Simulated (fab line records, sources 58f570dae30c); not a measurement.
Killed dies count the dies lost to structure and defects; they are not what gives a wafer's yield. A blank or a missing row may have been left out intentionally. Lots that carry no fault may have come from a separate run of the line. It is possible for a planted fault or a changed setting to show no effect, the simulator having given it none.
Matching of chambers | flow berkeley cmos170 | UCB170_M3_STRIP_08 on wet bench-01: 3 sister chambers
The step strips KrF in DMSO, time 600 s. 3 wafers are shown with their chamber, then 7 later ones without.

## WAFERS WITH THEIR CHAMBER
wafer  | chamber | bath guard temp C (C)
L663.4 | 2       | 80.3
L677.5 | 1       | 81.3
L679.4 | 0       | 80.0

## WAFERS WITHOUT THEIR CHAMBER
wafer  | bath guard temp C (C)
L679.5 | 79.8
L680.1 | 81.4
L680.4 | 81.3
L680.5 | 81.3
L681.1 | 80.8
L681.2 | 81.0
L681.4 | 81.3

## WHICH CHAMBER EACH ONE RAN IN
wafer  | from the rows above          | in truth
L679.5 | can't be placed: 0 or 2      | 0
L680.1 | 1                            | 1
L680.4 | 1                            | 1
L680.5 | 1                            | 1
L681.1 | can't be placed: 1 or 2 or 0 | 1
L681.2 | can't be placed: 1 or 2      | 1
L681.4 | 1                            | 1
Correct placement for 4 of the 7. From these rows, 3 cannot be placed; in 3 the true chamber is one of the candidates. Wrongly placed: 0.
How it was worked out, from the rows above alone: a wafer's distance from a chamber is the root of the sum, over the readings, of the square of ((its reading less the chamber's mean) divided by the reading's scatter). If the next closest chamber is less than 2 further off than the closest, the wafer can't be placed; otherwise it belongs to the closest. A chamber's mean is the mean of its shown wafers. The scatter: with one shown wafer a chamber, the root of the mean of the squares of how far each hidden wafer lies from its nearest shown one.
